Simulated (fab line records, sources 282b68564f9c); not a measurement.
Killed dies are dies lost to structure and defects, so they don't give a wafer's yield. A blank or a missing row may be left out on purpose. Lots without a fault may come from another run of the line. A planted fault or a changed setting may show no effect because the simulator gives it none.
A sampling plan put to the test | flow rit_cmos | one fab line, 6 faults that these records tell of, each judged on the records of the lots that it struck
The plan is the line's own looks: the steps of the route at which a gauge or an inspection reads the wafer and doesn't change it. A look can be judged if struck wafers have a number there and the file gives its usual mean and standard deviation on fault-free wafers. Caught: at a look after the fault's first step, the mean of the struck wafers lies 4 or more of those standard deviations (sigma) from the usual mean. On the tool: the same test on the tool's own readings at the fault's steps. Another recipe on the struck wafers, or a record that is blank for them alone, also counts as caught.

THE FAULTS, as the simulator had put them in
1. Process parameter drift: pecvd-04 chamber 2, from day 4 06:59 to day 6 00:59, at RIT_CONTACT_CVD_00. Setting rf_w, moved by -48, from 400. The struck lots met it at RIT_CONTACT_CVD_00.
2. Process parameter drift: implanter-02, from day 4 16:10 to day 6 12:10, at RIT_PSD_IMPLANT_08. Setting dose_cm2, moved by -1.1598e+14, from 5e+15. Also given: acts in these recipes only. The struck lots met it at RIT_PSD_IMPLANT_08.
3. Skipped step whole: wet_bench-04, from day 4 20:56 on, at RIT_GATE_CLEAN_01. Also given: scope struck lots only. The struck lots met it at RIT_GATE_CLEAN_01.
4. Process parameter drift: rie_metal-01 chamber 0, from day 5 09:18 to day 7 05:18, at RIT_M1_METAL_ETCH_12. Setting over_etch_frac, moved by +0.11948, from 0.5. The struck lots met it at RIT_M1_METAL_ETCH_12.
5. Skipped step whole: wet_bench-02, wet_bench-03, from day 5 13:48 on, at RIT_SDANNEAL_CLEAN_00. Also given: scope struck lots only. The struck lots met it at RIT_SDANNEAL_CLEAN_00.
6. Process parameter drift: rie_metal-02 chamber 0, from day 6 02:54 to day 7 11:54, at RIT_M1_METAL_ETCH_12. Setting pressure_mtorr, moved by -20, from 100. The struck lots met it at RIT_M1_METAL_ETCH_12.

WHAT THE PLAN SAW
fault | on the tool itself                               | first look that catches it     | reading, sigma | median hours from its first step to that look | hours from the fault's start to the first struck lot there | judged looks passed uncaught
1     | rf_fwd_power_W -34 sigma                         | no look after it can be judged | -              | -                                             | -                                                          | 0
2     | dose_ions_cm2 -20 sigma                          | no look after it can be judged | -              | -                                             | -                                                          | 0
3     | the tool's record is blank for the struck wafers | no look after it can be judged | -              | -                                             | -                                                          | 0
4     | only faintly: he_backside_leak_sccm +2.0 sigma   | no look after it can be judged | -              | -                                             | -                                                          | 0
5     | the tool's record is blank for the struck wafers | no look after it can be judged | -              | -                                             | -                                                          | 0
6     | chamber_pressure_mTorr -99 or beyond sigma       | no look after it can be judged | -              | -                                             | -                                                          | 0
A dash: the fault isn't caught, or these records don't give the number.

Caught at a look: 0 of 6. Caught on the tool: 5 of 6. By one or the other: 5 of 6.
Caught on the tool alone: faults 1, 2, 3, 5, 6.
Caught by neither: fault 4.
